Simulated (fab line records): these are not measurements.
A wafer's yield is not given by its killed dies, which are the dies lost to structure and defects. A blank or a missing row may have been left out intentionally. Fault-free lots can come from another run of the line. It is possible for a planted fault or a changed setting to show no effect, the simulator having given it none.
Problem report in the 8D (eight disciplines) form, filled by code / flow berkeley cmos170 / the parts of the form that need people (team, actions taken, sign-off) are left out

== 1. THE ISSUE ==
run length s at UCB170_FIELD_WET_ETCH_06 reads a mean of 40.7 s on 6 wafers of 2 lots; wafers without a fault read 48.9 s with a standard deviation of 1.8. That puts it -4.6 standard deviations away from the usual mean.
The step: etches SiO2 in BOE, time 22 s.
Earliest sighting: wafer L174.3 on wet bench-04 at day 8 11:20. The record has a number at this step for 42 wafers belonging to 14 lots. The rule behind "out" and "out of limits": a value lying over 4 standard deviations away from the usual mean. The other wafers with a number count as sound.

== 2. WHAT IT IS, WHAT IT ISN'T ==
question=which readings at this step | is=run length s | is not=-
question=which lots | is=L174, L175 | is not=L161, L162, L163, L167, L168, L169, L170, L172, L173, L176, L177, L183
question=which wafers of those lots | is=all that have a number | is not=-
question=read on which tools | is=wet bench-04 | is not=wet bench-01, wet bench-03
question=when | is=from day 8 11:20 | is not=up to then (27 sound wafers); but 9 sound wafers of L176, L177, L183 came after

== 3. WHAT RULES OUT EACH SUSPECT ==
Counting: a tool at any process step up to the reading remains a suspect when it ran all the lots that are out and ran no sound lot after the first of those.
- wet bench-04 at UCB170_FIELD_WET_ETCH_06 (etches SiO2 in BOE, time 22 s): kept. Every lot that is out went through it, starting with L174 (day 8 11:20), and after that it ran no sound lot; the last sound lot it ran before then is L170 (day 7 20:07). Out on those wafers are its own readings of run length s.
After counting, what remains is wet bench-04 at UCB170_FIELD_WET_ETCH_06.

== 4. THE CAUSE (what the simulator had put in) ==
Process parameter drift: wet bench-04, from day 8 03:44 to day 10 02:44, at UCB170_FIELD_WET_ETCH_06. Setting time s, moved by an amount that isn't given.
Only this tool survived the counting.

== 5. SEQUENCE OF EFFECTS, ordered by route ==
Rows list readings where the struck wafers' mean (over those with a number) sits beyond 3 standard deviations from the usual. Only readings whose record carries a usual standard deviation are examined. hours: median over the lots of the time between each lot's start at the first step of this table that gives one and its start at this step. sigmas: the change, counted in usual standard deviations.
hours=0; step=UCB170_FIELD_WET_ETCH_06; reading=run length s; usual=48.9 s; on struck wafers=40.7; change=-8.2; sigmas=-4.6
It contains these process steps:
- UCB170_FIELD_WET_ETCH_06: etches SiO2 in BOE, time 22 s.
Later measuring or inspecting steps at which every struck wafer that the step has a row for has a number for every such reading, and none has moved that far: UCB170_PSD_CD_MEAS_06.

== 6. HOW IT WOULD HAVE BEEN CAUGHT EARLIER ==
First out-of-limits reading in this record: day 8 11:20, which is 8 hours after fault onset at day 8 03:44.
